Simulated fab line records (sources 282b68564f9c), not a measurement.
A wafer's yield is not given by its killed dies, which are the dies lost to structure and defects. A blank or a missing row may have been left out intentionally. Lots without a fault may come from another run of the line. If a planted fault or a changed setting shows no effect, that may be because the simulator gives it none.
A lot that was struck, set against a sound lot / flow rit cmos / 27 out of 202 route steps
Sound: these wafers, L669.1, L669.5, L669.6. Struck: wafers L668.1, L668.2, L668.6. At the end, the cause is stated.
Each step with rows lists, per side, the tool, then ch with its chambers, then its first start. Under that, the readings that differ: sound wafers / struck wafers / difference of the means / sigmas: that difference in standard deviations of wafers without a fault.
alike: a reading whose means differ by less than 2 such deviations, as well as words and numbers matching on both sides. not compared: withheld readings; readings where some wafer has no value; bounds like >300 that might hide an equal value; numbers whose values overlap and for which the record gives no deviation.
The two part at a step that has a row with sigmas, a row that says differs or no value, or rows on one side only. Numbers that have no deviation but don't overlap get no sigmas and don't part them. A reading missing from all wafers of one side parts the sides only when that side holds two or more wafers.

RIT_ACTIVE_BOW_MEAS_00:
  sound: film metro-04 at day 4 18:00; struck: film metro-03 at day 4 13:00
  alike: INCOMING_BOW
RIT_ACTIVE_OXIDATION_01: target thk 46.8 nm, ox time 3360 s.
  sound on furnace-02 ch 0, day 4 18:07; struck on furnace-04 ch 0, day 4 13:07
reading=spike tc centre C (C); sound=1003.4 1002.8 1004.0; struck=1016.8 1017.3 1017.5; difference=+13.8; sigmas=+13
reading=spike tc load C (C); sound=1025.4 1028.3 1026.2; struck=1039.7 1039.7 1040.7; difference=+13.4; sigmas=+11
reading=spike tc source C (C); sound=1023.4 1025.6 1021.9; struck=1039.9 1040.0 1040.9; difference=+16.6; sigmas=+17
reading=tube center temp C (C); sound=999.99 1000 1000; struck=1015.1 1014.9 1015.1; difference=+15.0; sigmas=+99 or more
reading=tube_center_temp_C_max; sound=1002.1 1002.3 1002.3; struck=1017.8 1017.5 1017.2; difference=+15.3; sigmas=+36
reading=zone power source pct (%); sound=43 43 42; struck=35 35 34; difference=-8; sigmas=-2
reading=model.SiO2_of_ACTIVE_OXIDATION_01.thk nm (nm); sound=46.99 46.48 46.63; struck=53.27 53.98 54; difference=+7.05; sigmas=
RIT_ACTIVE_THK_MEAS_02:
  sound: film metro-04 at day 4 20:03; struck: film metro-04 at day 4 15:17
reading=ACTIVE_OXIDE_THK (nm); sound=47.0 46.5 46.6; struck=53.3 54.0 54.0; difference=+7.1; sigmas=+8
  not compared: hold
RIT_ACTIVE_THK_MEAS_04:
  sound: film metro-04 at day 4 21:32; struck: film metro-01 at day 4 19:22
  alike: ACTIVE_NITRIDE_THK
then, 6 steps without rows for these wafers: RIT_ACTIVE_HMDS_05 (prime time 60 s); RIT_ACTIVE_COAT_06 (resist thk 1000 nm); RIT_ACTIVE_SOFTBAKE_07 (time 60 s); RIT_ACTIVE_EXPOSE_08 (exposes mask M1, target cd 1400 nm); RIT_ACTIVE_PEB_09; RIT_ACTIVE_DEVELOP_10 (develop time 50 s).
RIT_ACTIVE_CD_MEAS_11 targets a cd of 1400 nm.
  sound: cd sem-02 at day 4 22:26; struck: cd sem-02 at day 4 21:17
  alike: cd nm
then, 1 step without rows for these wafers: RIT_ACTIVE_HARDBAKE_12 (time 60 s).
RIT_ACTIVE_ETCH_13: etches Si3N4 in SF6, stops on SiO2, time 210 s, target depth 210 nm.
  sound on rie diel-03 ch 0,1, day 4 22:43; struck on rie diel-01 ch 0,2,3, day 4 21:33
  alike: drypump motor current A, oes product au, throttle valve pct
  not compared: rf hours counter h
RIT_ACTIVE_STRIP_14: strips in O2, time 180 s.
  sound on plasma asher-03 ch 0,1, day 4 22:50; struck on plasma asher-01 ch 0,1, day 4 21:41
  alike: drypump motor current A
  not compared: rf hours counter h
RIT_ACTIVE_CD_MEAS_90 targets a cd of 1400 nm.
  sound: cd sem-02 at day 4 23:01; struck: cd sem-02 at day 4 21:52
  alike: cd nm
then, 4 steps without rows for these wafers: RIT_ACTIVE_CLEAN_15 (cleans in SC1, time 600 s); RIT_ACTIVE_CLEAN_16 (cleans in dHF, time 30 s); RIT_ACTIVE_CLEAN_17 (cleans in SC2, time 600 s); RIT_FOX1_OXIDATION_00 (target thk 350.7 nm, ox time 1130 s).
RIT_FOX1_THK_MEAS_01:
  sound: film metro-04 at day 5 00:50; struck: film metro-02 at day 4 23:40
  alike: FOX1_OXIDE_THK
then, 2 steps without rows for these wafers: RIT_FOX1_WET_ETCH_02 (etches SiO2 in BOE, target depth 350 nm, time 390 s); RIT_FOX2_OXIDATION_00 (target thk 350.7 nm, ox time 1130 s).
RIT_FOX2_THK_MEAS_01:
  sound: film metro-03 at day 5 02:26; struck: film metro-02 at day 5 02:13
reading=FOX2_OXIDE_THK (nm); sound=361 363 360; struck=347 348 343; difference=-15; sigmas=-2
then, 1 step without rows for these wafers: RIT_FOX2_CLEAN_02 (cleans in dHF, time 180 s).
RIT_FOX2_WET_ETCH_03: etches Si3N4 in H3PO4, target depth 195 nm, time 2700 s.
  sound on wet bench-04 ch 0, day 5 02:34; struck on wet bench-04 ch 1, day 5 02:34
reading=model.SiO2_of_ACTIVE_OXIDATION_01.thk nm (nm); sound=41.68 41.21 41.35; struck=47.21 46.74 47.34; difference=+5.68; sigmas=
  alike: bath heat duty pct
RIT_FOX2_THK_MEAS_90:
  sound: film metro-02 at day 5 03:20; struck: film metro-03 at day 5 03:20
reading=FIELD_OXIDE_LEFT_1_THK (nm); sound=333 335 332; struck=320 320 316; difference=-15; sigmas=-2
RIT_M1_PROBE_99:
  only the struck wafers here have rows in the record (prober-02, day 6 19:31); the sound ones have none

## WHERE THEY PART
Earliest at RIT_ACTIVE_OXIDATION_01; latest, in this record, at RIT_M1_PROBE_99.

WHY: the cause the simulator had injected
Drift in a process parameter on furnace-04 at RIT_ACTIVE_OXIDATION_01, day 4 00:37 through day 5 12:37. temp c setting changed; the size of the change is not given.
